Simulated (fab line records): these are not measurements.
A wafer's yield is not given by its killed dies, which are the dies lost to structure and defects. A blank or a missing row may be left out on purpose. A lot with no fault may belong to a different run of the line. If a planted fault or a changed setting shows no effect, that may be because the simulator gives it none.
fab line records	flow berkeley-cmos170
record lots=24	wafers=72	last-day=14
route steps=331 shown ZERO@12 SDANNEAL@204 CONTACT@232 M1@240 V1@267 M2@272
lots that met no fault: from a run of the same line without faults
start-h: hours from the record's opening day to when the first of the lot's shown wafers began	wait-h: time in hours since the lot's previous step	" same as the row above	L1.1+2: a row that stands for several wafers	- no value, or no start given	* or withheld: withheld	< > ~ a bound
route shown NAME@n: a module of which the file shows steps, and the number in the route of the first	usual: mean/standard deviation taken from wafers without a fault	same: alike in all rows	chamber/n: place in a boat	sites: each site's reading	_std_site: standard deviation of those values	_edge_site: mean of outer sites minus mean of inner sites	radius-mm: for every site, how far away it sits from the centre of the wafer	mask NAME#n: copy n	behind: tool/chamber where the wafer was last shaped	hold: why the lot was held/for how many hours/how that ended	device: which transistor (n, p or np) failed to switch	end of line: the tests these same wafers got at the end of their route	a step with no rows: only its recipe	killed: not the wafer's yield, but the dies lost to structure and defects at the first sort	map: a wafer's dies, x killed, . not, _ none there
set.NAME: setting as actually run; set.NAME@STEP: the setting as run at that earlier step	model.NAME: the simulator's own value behind a step, which no gauge read
one table for each step of the route and one row for each wafer, over a sample of lots
services: the hour from which a tool's chamber was out of use, counted from the record's first day as start-h (under 0 if before that day), plus the number of hours and why
## steps
# step UCB170_ZERO_ETCH_06
# recipe chemistry=CHF3/CF4/Ar	target=SiO2	time-s=12	pressure-mtorr=100	rf-w=500	CHF3_flow_sccm=50	cf4-flow-sccm=10	Ar_flow_sccm=120	over-etch-frac=1.58
# usual drypump-motor-current-A=5.8/0.64	oes-product-au=0.617/0.0068	throttle-valve-pct=9.25/0.15
# same over-etch-frac=1.58
lot.wafer	tool	chamber	start-h	wait-h	drypump-motor-current-A	oes-product-au	rf-hours-counter-h	throttle-valve-pct
L074.1	rie-diel-03	3	23.81	-	6.8	0.611	29	9.15
L074.2	"	1	"	"	5.1	0.615	10	9.30
L074.6	"	1	"	"	5.1	0.607	-	9.29
L075.2	rie-diel-01	1	28.42	-	6.6	0.629	74	9.27
L075.4	"	0	"	"	5.3	0.603	65	9.23
L075.6	"	3	"	"	6.6	0.626	-	9.06
L076.1	rie-diel-02	0	32.96	-	5.6	0.609	9	8.87
L076.4	"	3	"	"	5.7	0.604	18	9.11
L076.5	"	2	"	"	5.3	0.626	-	9.44
L077.2	rie-diel-02	2	39.30	-	5.4	0.626	138	9.43
L077.3	"	0	"	"	5.6	0.612	9	8.88
L077.5	"	2	"	"	5.4	0.627	-	9.45
L078.4	rie-diel-01	1	44.62	-	6.7	0.615	74	9.30
L078.5	"	3	"	"	6.6	0.616	-	9.05
L078.6	"	2	"	"	4.9	0.620	-	9.43
L079.1	rie-diel-02	0	44.90	-	5.6	0.610	9	8.88
L079.2	"	2	"	"	5.3	0.630	138	9.45
L079.5	"	3	"	"	5.7	0.611	-	9.11
L080.2	rie-diel-01	0	61.61	-	5.3	0.606	66	9.25
L080.4	"	2	"	"	4.9	0.610	138	9.43
L080.5	"	2	"	"	4.9	0.617	-	9.44
L081.1	rie-diel-01	0	61.81	-	5.3	0.616	66	9.24
L081.4	"	1	"	"	6.6	0.620	75	9.29
L081.5	"	1	"	"	6.6	0.621	-	9.31
L083.2	rie-diel-03	3	63.99	-	6.8	0.607	31	9.14
L083.5	"	3	"	"	6.8	0.617	-	9.15
L083.6	"	2	"	"	5.6	0.623	-	9.41
L082.2	rie-diel-01	0	64.24	-	5.3	0.609	66	9.24
L082.4	"	3	"	"	6.5	0.616	137	9.04
L082.6	"	1	"	"	6.6	0.629	-	9.31
L084.1	rie-diel-03	1	71.67	-	5.1	0.618	12	9.29
L084.4	"	3	"	"	6.8	0.619	31	9.15
L084.5	"	3	"	"	6.8	0.615	-	9.17
L085.2	rie-diel-02	0	77.45	-	5.6	0.621	10	8.87
L085.3	"	1	"	"	5.2	0.606	127	9.25
L085.6	"	2	"	"	5.4	0.635	-	9.42
L086.3	rie-diel-01	2	82.52	-	4.9	0.617	139	9.44
L086.5	"	0	"	"	5.3	0.611	-	9.25
L086.6	"	3	"	"	6.6	0.614	-	9.03
L087.2	rie-diel-03	0	88.73	-	6.1	0.617	77	9.28
L087.3	"	1	"	"	5.2	0.614	13	9.31
L087.5	"	0	"	"	6.1	0.619	-	9.29
L088.2	rie-diel-03	2	91.61	-	5.6	0.632	132	9.41
L088.4	"	0	"	"	6.1	0.616	77	9.29
L088.6	"	2	"	"	5.5	0.614	-	9.40
L089.1	rie-diel-01	3	92.46	-	6.6	0.614	138	9.07
L089.2	"	2	"	"	4.9	0.613	140	9.42
L089.5	"	0	"	"	5.3	0.607	-	9.25
L090.1	rie-diel-03	2	102.89	-	5.6	0.629	132	9.40
L090.3	"	0	"	"	6.1	0.620	78	9.30
L090.5	"	2	"	"	5.6	0.621	-	9.40
L091.2	rie-diel-02	0	109.06	-	5.6	0.608	12	8.86
L091.3	"	2	"	"	5.4	0.636	141	9.44
L091.4	"	1	"	"	5.3	0.614	129	9.25
L092.3	rie-diel-03	3	114.79	-	6.8	0.608	33	9.14
L092.4	"	1	"	"	5.2	0.611	15	9.29
L092.6	"	3	"	"	6.8	0.613	-	9.13
L094.2	rie-diel-03	2	119.63	-	5.5	0.624	133	9.40
L094.3	"	1	"	"	5.2	0.616	15	9.28
L094.6	"	0	"	"	6.1	0.619	-	9.28
L093.1	rie-diel-01	3	120.34	-	6.5	0.618	138	9.05
L093.4	"	2	"	"	4.9	0.621	140	9.43
L093.6	"	3	"	"	6.5	0.617	-	9.04
L095.2	rie-diel-03	1	127.96	-	5.1	0.609	15	9.30
L095.4	"	3	"	"	6.8	0.625	34	9.15
L095.5	"	3	"	"	6.8	0.617	-	9.17
L097.2	rie-diel-01	3	135.00	-	6.6	0.625	139	9.05
L097.3	"	1	"	"	6.7	0.616	78	9.30
L097.6	"	1	"	"	6.6	0.624	-	9.29
L096.1	rie-diel-02	2	135.20	-	5.4	0.627	143	9.45
L096.2	"	3	"	"	5.7	0.612	23	9.13
L096.3	"	0	"	"	5.6	0.616	13	8.88
# step UCB170_SDANNEAL_RTA_00
# recipe temp-c=900	time-s=10	ambient=N2
# usual lamp-power-pct=24.7/2.2	wafer_temp_C_max=903.6/0.77
lot.wafer	tool	chamber	start-h	wait-h	lamp-power-pct	wafer_temp_C_max
L075.2	rtp-anneal-02	0	168.40	0.0	26.9	903.5
L075.4	"	0	"	"	26.9	903.7
L075.6	"	0	"	"	26.9	903.9
L074.1	rtp-anneal-01	0	168.63	0.0	22.5	905.4
L074.2	"	0	"	"	22.5	903.7
L074.6	"	0	"	"	22.5	903.5
L076.1	rtp-anneal-02	0	168.88	0.0	26.9	903.8
L076.4	"	0	"	"	26.9	903.5
L076.5	"	0	"	"	26.9	903.6
L077.2	rtp-anneal-01	0	193.28	0.0	22.5	903.3
L077.3	"	0	"	"	22.5	904.0
L077.5	"	0	"	"	22.5	903.4
L080.2	rtp-anneal-02	0	193.46	0.0	26.9	903.7
L080.4	"	0	"	"	26.9	903.6
L080.5	"	0	"	"	26.9	904.1
L079.1	rtp-anneal-01	0	193.62	0.0	22.5	903.6
L079.2	"	0	"	"	22.5	903.5
L079.5	"	0	"	"	22.5	903.3
L078.4	rtp-anneal-02	0	193.84	0.0	26.9	905.5
L078.5	"	0	"	"	27.0	904.0
L078.6	"	0	"	"	27.0	904.6
L083.2	rtp-anneal-01	0	211.35	0.0	22.5	902.7
L083.5	"	0	"	"	22.6	903.7
L083.6	"	0	"	"	22.5	902.0
L082.2	rtp-anneal-02	0	212.03	0.0	26.9	902.6
L082.4	"	0	"	"	26.9	903.8
L082.6	"	0	"	"	26.9	904.9
L084.1	rtp-anneal-01	0	212.09	0.0	22.5	902.8
L084.4	"	0	"	"	22.5	903.3
L084.5	"	0	"	"	22.5	903.4
L086.3	rtp-anneal-02	0	212.23	0.0	26.9	902.5
L086.5	"	0	"	"	26.9	903.0
L086.6	"	0	"	"	26.9	903.2
L081.1	rtp-anneal-01	0	212.50	0.0	22.5	904.1
L081.4	"	0	"	"	22.5	903.4
L081.5	"	0	"	"	22.6	904.4
L085.2	rtp-anneal-02	0	212.74	0.0	26.9	903.3
L085.3	"	0	"	"	26.9	904.4
L085.6	"	0	"	"	26.9	902.7
L089.1	rtp-anneal-01	0	238.72	0.0	22.5	902.3
L089.2	"	0	"	"	22.5	902.5
L089.5	"	0	"	"	22.5	903.7
L087.2	rtp-anneal-02	0	238.74	0.0	26.9	902.5
L087.3	"	0	"	"	26.9	903.9
L087.5	"	0	"	"	26.9	902.4
L088.2	rtp-anneal-01	0	239.69	0.0	22.5	903.7
L088.4	"	0	"	"	22.5	905.0
L088.6	"	0	"	"	22.5	906.2
L090.1	rtp-anneal-02	0	255.41	0.0	26.9	903.9
L090.3	"	0	"	"	26.9	904.5
L090.5	"	0	"	"	26.9	904.0
L094.2	rtp-anneal-01	0	284.76	0.0	22.5	903.8
L094.3	"	0	"	"	22.5	904.1
L094.6	"	0	"	"	22.6	902.5
L092.3	rtp-anneal-02	0	284.86	0.0	26.9	903.8
L092.4	"	0	"	"	26.9	903.3
L092.6	"	0	"	"	26.9	905.6
L093.1	rtp-anneal-01	0	285.03	0.0	22.5	902.9
L093.4	"	0	"	"	22.5	903.0
L093.6	"	0	"	"	22.6	902.5
L091.2	rtp-anneal-02	0	285.31	0.0	26.8	905.1
L091.3	"	0	"	"	26.9	903.0
L091.4	"	0	"	"	26.9	903.8
L095.2	rtp-anneal-01	0	290.17	0.0	22.5	902.4
L095.4	"	0	"	"	22.5	903.9
L095.5	"	0	"	"	22.5	904.3
L097.2	rtp-anneal-02	0	301.79	0.0	26.9	903.6
L097.3	"	0	"	"	26.9	903.7
L097.6	"	0	"	"	26.9	904.8
L096.1	rtp-anneal-01	0	302.02	0.0	22.5	903.7
L096.2	"	0	"	"	22.6	903.1
L096.3	"	0	"	"	22.6	902.7
# step UCB170_CONTACT_OVL_MEAS_16
# usual CONTACT_OVL=3/5.8
lot.wafer	tool	chamber	start-h	wait-h	CONTACT_OVL[nm]
L075.2	overlay-02	-	173.33	0.1	-3
L075.4	"	-	"	"	2
L075.6	"	-	"	"	-11
L074.1	overlay-01	-	173.60	0.1	1
L074.2	"	-	"	"	0
L074.6	"	-	"	"	7
L076.1	overlay-01	-	175.57	0.1	6
L076.4	"	-	"	"	-5
L076.5	"	-	"	"	12
L077.2	overlay-02	-	199.76	0.1	0
L077.3	"	-	"	"	1
L077.5	"	-	"	"	0
L080.2	overlay-01	-	200.79	0.1	-6
L080.4	"	-	"	"	0
L080.5	"	-	"	"	5
L079.1	overlay-02	-	200.86	0.1	2
L079.2	"	-	"	"	7
L079.5	"	-	"	"	4
L078.4	overlay-01	-	201.07	0.1	3
L078.5	"	-	"	"	7
L078.6	"	-	"	"	6
L084.1	overlay-02	-	217.73	0.1	-1
L084.4	"	-	"	"	5
L084.5	"	-	"	"	-3
L083.2	overlay-02	-	217.98	0.1	-15
L083.5	"	-	"	"	-9
L083.6	"	-	"	"	-3
L082.2	overlay-02	-	218.26	0.1	-3
L082.4	"	-	"	"	1
L082.6	"	-	"	"	3
L081.1	overlay-02	-	223.35	0.1	-1
L081.4	"	-	"	"	12
L081.5	"	-	"	"	9
L086.3	overlay-02	-	223.44	0.1	9
L086.5	"	-	"	"	13
L086.6	"	-	"	"	4
L085.2	overlay-02	-	223.98	0.1	1
L085.3	"	-	"	"	2
L085.6	"	-	"	"	6
L087.2	overlay-02	-	244.26	0.1	-2
L087.3	"	-	"	"	8
L087.5	"	-	"	"	10
L089.1	overlay-01	-	244.50	0.1	3
L089.2	"	-	"	"	8
L089.5	"	-	"	"	9
L088.2	overlay-02	-	245.39	0.1	4
L088.4	"	-	"	"	1
L088.6	"	-	"	"	8
L090.1	overlay-01	-	260.60	0.1	-8
L090.3	"	-	"	"	-3
L090.5	"	-	"	"	-5
L094.2	overlay-01	-	289.86	0.1	7
L094.3	"	-	"	"	10
L094.6	"	-	"	"	7
L092.3	overlay-01	-	290.70	0.1	5
L092.4	"	-	"	"	2
L092.6	"	-	"	"	-3
L093.1	overlay-01	-	291.56	0.1	-3
L093.4	"	-	"	"	2
L093.6	"	-	"	"	-4
L091.2	overlay-02	-	291.69	0.1	9
L091.3	"	-	"	"	5
L091.4	"	-	"	"	13
L095.2	overlay-01	-	295.01	0.1	-6
L095.4	"	-	"	"	-4
L095.5	"	-	"	"	7
L097.2	overlay-01	-	308.41	0.1	-3
L097.3	"	-	"	"	1
L097.6	"	-	"	"	-1
L096.1	overlay-02	-	308.65	0.1	14
L096.2	"	-	"	"	9
L096.3	"	-	"	"	10
# step UCB170_M1_THK_MEAS_02
# recipe thk-meas-gauge=xrf	reads=Al_of_M1_SPUTTER_00
# usual M1_AL_THK=591/7.9
lot.wafer	tool	chamber	start-h	wait-h	M1_AL_THK[nm]
L075.2	film-metro-03	-	174.12	0.1	603
L075.4	"	-	"	"	591
L075.6	"	-	"	"	586
L074.1	film-metro-02	-	174.43	0.1	579
L074.2	"	-	"	"	578
L074.6	"	-	"	"	580
L076.1	film-metro-01	-	176.36	0.1	588
L076.4	"	-	"	"	607
L076.5	"	-	"	"	602
L077.2	film-metro-02	-	200.55	0.1	583
L077.3	"	-	"	"	577
L077.5	"	-	"	"	577
L080.2	film-metro-03	-	201.57	0.1	580
L080.4	"	-	"	"	593
L080.5	"	-	"	"	592
L079.1	film-metro-02	-	201.64	0.1	590
L079.2	"	-	"	"	572
L079.5	"	-	"	"	580
L078.4	film-metro-01	-	201.87	0.1	586
L078.5	"	-	"	"	587
L078.6	"	-	"	"	581
L084.1	film-metro-02	-	222.30	0.1	593
L084.4	"	-	"	"	583
L084.5	"	-	"	"	592
L083.2	film-metro-01	-	222.31	0.1	589
L083.5	"	-	"	"	592
L083.6	"	-	"	"	597
L082.2	film-metro-03	-	222.37	0.1	601
L082.4	"	-	"	"	599
L082.6	"	-	"	"	592
L081.1	film-metro-01	-	226.50	0.1	587
L081.4	"	-	"	"	597
L081.5	"	-	"	"	591
L085.2	film-metro-02	-	226.51	0.1	585
L085.3	"	-	"	"	598
L085.6	"	-	"	"	587
L086.3	film-metro-01	-	226.70	0.1	585
L086.5	"	-	"	"	587
L086.6	"	-	"	"	597
L087.2	film-metro-03	-	245.05	0.1	605
L087.3	"	-	"	"	595
L087.5	"	-	"	"	589
L089.1	film-metro-03	-	245.28	0.1	586
L089.2	"	-	"	"	589
L089.5	"	-	"	"	582
L088.2	film-metro-02	-	246.17	0.1	606
L088.4	"	-	"	"	602
L088.6	"	-	"	"	600
L090.1	film-metro-03	-	261.40	0.1	582
L090.3	"	-	"	"	593
L090.5	"	-	"	"	585
L094.2	film-metro-02	-	290.64	0.1	585
L094.3	"	-	"	"	595
L094.6	"	-	"	"	593
L092.3	film-metro-01	-	291.50	0.1	588
L092.4	"	-	"	"	596
L092.6	"	-	"	"	592
L093.1	film-metro-03	-	292.35	0.1	609
L093.4	"	-	"	"	597
L093.6	"	-	"	"	594
L091.2	film-metro-03	-	292.55	0.1	585
L091.3	"	-	"	"	600
L091.4	"	-	"	"	590
L095.2	film-metro-01	-	296.97	0.1	599
L095.4	"	-	"	"	598
L095.5	"	-	"	"	604
L097.2	film-metro-01	-	309.25	0.1	586
L097.3	"	-	"	"	591
L097.6	"	-	"	"	593
L096.1	film-metro-01	-	309.43	0.1	597
L096.2	"	-	"	"	589
L096.3	"	-	"	"	583
# step UCB170_V1_OVL_MEAS_13
# usual V1_OVL=3/5.1
lot.wafer	tool	chamber	start-h	wait-h	V1_OVL[nm]
L075.2	overlay-01	-	179.30	0.1	4
L075.4	"	-	"	"	4
L075.6	"	-	"	"	7
L074.1	overlay-01	-	185.94	0.1	4
L074.2	"	-	"	"	5
L074.6	"	-	"	"	4
L076.1	overlay-02	-	186.06	0.1	2
L076.4	"	-	"	"	5
L076.5	"	-	"	"	1
L077.2	overlay-02	-	205.46	0.1	13
L077.3	"	-	"	"	11
L077.5	"	-	"	"	8
L080.2	overlay-01	-	206.79	0.1	-1
L080.4	"	-	"	"	-3
L080.5	"	-	"	"	6
L079.1	overlay-02	-	207.03	0.1	-8
L079.2	"	-	"	"	-5
L079.5	"	-	"	"	5
L078.4	overlay-01	-	208.37	0.1	-4
L078.5	"	-	"	"	6
L078.6	"	-	"	"	8
L084.1	overlay-01	-	230.21	0.1	1
L084.4	"	-	"	"	4
L084.5	"	-	"	"	0
L082.2	overlay-01	-	230.54	0.1	5
L082.4	"	-	"	"	-2
L082.6	"	-	"	"	5
L083.2	overlay-02	-	230.95	0.1	8
L083.5	"	-	"	"	0
L083.6	"	-	"	"	13
L081.1	overlay-02	-	231.50	0.1	-7
L081.4	"	-	"	"	-5
L081.5	"	-	"	"	3
L085.2	overlay-02	-	232.87	0.1	2
L085.3	"	-	"	"	4
L085.6	"	-	"	"	2
L086.3	overlay-02	-	233.15	0.1	7
L086.5	"	-	"	"	3
L086.6	"	-	"	"	-4
L087.2	overlay-02	-	249.92	0.1	-2
L087.3	"	-	"	"	6
L087.5	"	-	"	"	11
L089.1	overlay-01	-	251.60	0.1	-4
L089.2	"	-	"	"	-2
L089.5	"	-	"	"	-2
L088.2	overlay-01	-	251.85	0.1	7
L088.4	"	-	"	"	9
L088.6	"	-	"	"	1
L090.1	overlay-01	-	266.36	0.1	9
L090.3	"	-	"	"	-1
L090.5	"	-	"	"	-2
L094.2	overlay-01	-	297.06	0.1	0
L094.3	"	-	"	"	2
L094.6	"	-	"	"	3
L092.3	overlay-02	-	299.35	0.1	5
L092.4	"	-	"	"	11
L092.6	"	-	"	"	5
L093.1	overlay-02	-	300.33	0.1	2
L093.4	"	-	"	"	0
L093.6	"	-	"	"	-3
L091.2	overlay-01	-	300.46	0.1	-6
L091.3	"	-	"	"	-3
L091.4	"	-	"	"	-3
L095.2	overlay-01	-	302.52	0.1	4
L095.4	"	-	"	"	10
L095.5	"	-	"	"	10
L097.2	overlay-01	-	314.07	0.1	11
L097.3	"	-	"	"	-2
L097.6	"	-	"	"	0
L096.1	overlay-02	-	315.72	0.1	1
L096.2	"	-	"	"	2
L096.3	"	-	"	"	1
# step UCB170_M2_SPUTTER_01
# recipe material=Al	target-thk-nm=900	time-s=120	power-w=6000	chamber-pressure-pa=0.5
# usual throttle-valve-pct=29.8/1.1
lot.wafer	tool	chamber	start-h	wait-h	throttle-valve-pct
L075.2	pvd-sputter-02	-	179.79	0.0	29.7
L075.4	"	-	"	"	28.2
L075.6	"	-	"	"	29.5
L074.1	pvd-sputter-01	-	186.44	0.0	29.6
L074.2	"	-	"	"	28.8
L074.6	"	-	"	"	29.9
L076.1	pvd-sputter-03	-	186.56	0.0	29.6
L076.4	"	-	"	"	27.9
L076.5	"	-	"	"	29.5
L077.2	pvd-sputter-01	-	205.95	0.0	31.2
L077.3	"	-	"	"	31.6
L077.5	"	-	"	"	31.0
L080.2	pvd-sputter-02	-	207.29	0.0	29.0
L080.4	"	-	"	"	29.2
L080.5	"	-	"	"	30.1
L079.1	pvd-sputter-03	-	207.54	0.0	30.1
L079.2	"	-	"	"	29.7
L079.5	"	-	"	"	30.0
L078.4	pvd-sputter-01	-	208.85	0.0	28.7
L078.5	"	-	"	"	29.1
L078.6	"	-	"	"	29.8
L084.1	pvd-sputter-01	-	230.71	0.0	29.1
L084.4	"	-	"	"	31.7
L084.5	"	-	"	"	29.6
L082.2	pvd-sputter-02	-	231.04	0.0	28.7
L082.4	"	-	"	"	29.0
L082.6	"	-	"	"	28.7
L083.2	pvd-sputter-03	-	231.45	0.0	30.3
L083.5	"	-	"	"	31.0
L083.6	"	-	"	"	28.1
L081.1	pvd-sputter-02	-	232.01	0.0	28.9
L081.4	"	-	"	"	28.6
L081.5	"	-	"	"	28.7
L085.2	pvd-sputter-03	-	233.36	0.0	31.2
L085.3	"	-	"	"	28.3
L085.6	"	-	"	"	30.0
L086.3	pvd-sputter-01	-	233.64	0.0	30.0
L086.5	"	-	"	"	31.6
L086.6	"	-	"	"	31.5
L087.2	pvd-sputter-01	-	250.42	0.0	31.5
L087.3	"	-	"	"	31.5
L087.5	"	-	"	"	30.1
L089.1	pvd-sputter-03	-	252.10	0.0	29.7
L089.2	"	-	"	"	31.1
L089.5	"	-	"	"	28.0
L088.2	pvd-sputter-02	-	252.34	0.0	29.2
L088.4	"	-	"	"	29.6
L088.6	"	-	"	"	29.3
L090.1	pvd-sputter-01	-	266.86	0.0	29.5
L090.3	"	-	"	"	32.1
L090.5	"	-	"	"	29.8
L094.2	pvd-sputter-01	-	297.55	0.0	31.3
L094.3	"	-	"	"	29.3
L094.6	"	-	"	"	31.8
L092.3	pvd-sputter-03	-	300.28	0.0	31.1
L092.4	"	-	"	"	27.9
L092.6	"	-	"	"	31.0
L093.1	pvd-sputter-02	-	301.24	0.0	29.6
L093.4	"	-	"	"	29.4
L093.6	"	-	"	"	28.6
L091.2	pvd-sputter-01	-	301.36	0.0	31.3
L091.3	"	-	"	"	28.8
L091.4	"	-	"	"	31.7
L095.2	pvd-sputter-03	-	303.01	0.0	30.2
L095.4	"	-	"	"	29.9
L095.5	"	-	"	"	31.3
L097.2	pvd-sputter-02	-	314.56	0.0	28.9
L097.3	"	-	"	"	29.8
L097.6	"	-	"	"	29.7
L096.1	pvd-sputter-03	-	316.22	0.0	30.2
L096.2	"	-	"	"	29.8
L096.3	"	-	"	"	31.2
## services
tool	chamber	start-h	hours	kind
rie-diel-01	2	24.25	4.0	repair
pvd-sputter-03	-	29.24	3.2	repair
rie-diel-01	1	30.30	5.3	repair
rie-diel-01	-	70.95	2.8	pm
rie-diel-02	3	73.47	4.7	repair
rie-diel-02	1	91.91	2.5	repair
rie-diel-02	0	93.38	3.0	repair
rie-diel-03	-	110.75	0.3	repair
rie-diel-02	-	138.52	0.1	repair
rie-diel-01	2	142.26	6.0	repair
rie-diel-01	-	152.41	2.5	repair
rie-diel-02	1	175.15	5.8	repair
rtp-anneal-01	-	180.96	5.7	pm
rie-diel-01	2	201.01	-	clean
rie-diel-01	2	201.01	21.2	scheduled-down
rie-diel-01	2	201.01	21.2	vent-cycle
rie-diel-01	-	201.80	2.5	repair
rie-diel-01	3	230.74	6.7	repair
pvd-sputter-01	-	231.43	2.1	repair
pvd-sputter-01	-	237.37	4.1	repair
rie-diel-02	-	267.07	2.8	pm
rie-diel-03	0	267.77	7.1	repair
rie-diel-02	1	277.53	6.1	repair
rie-diel-01	1	290.34	12.2	repair
## key
fault none
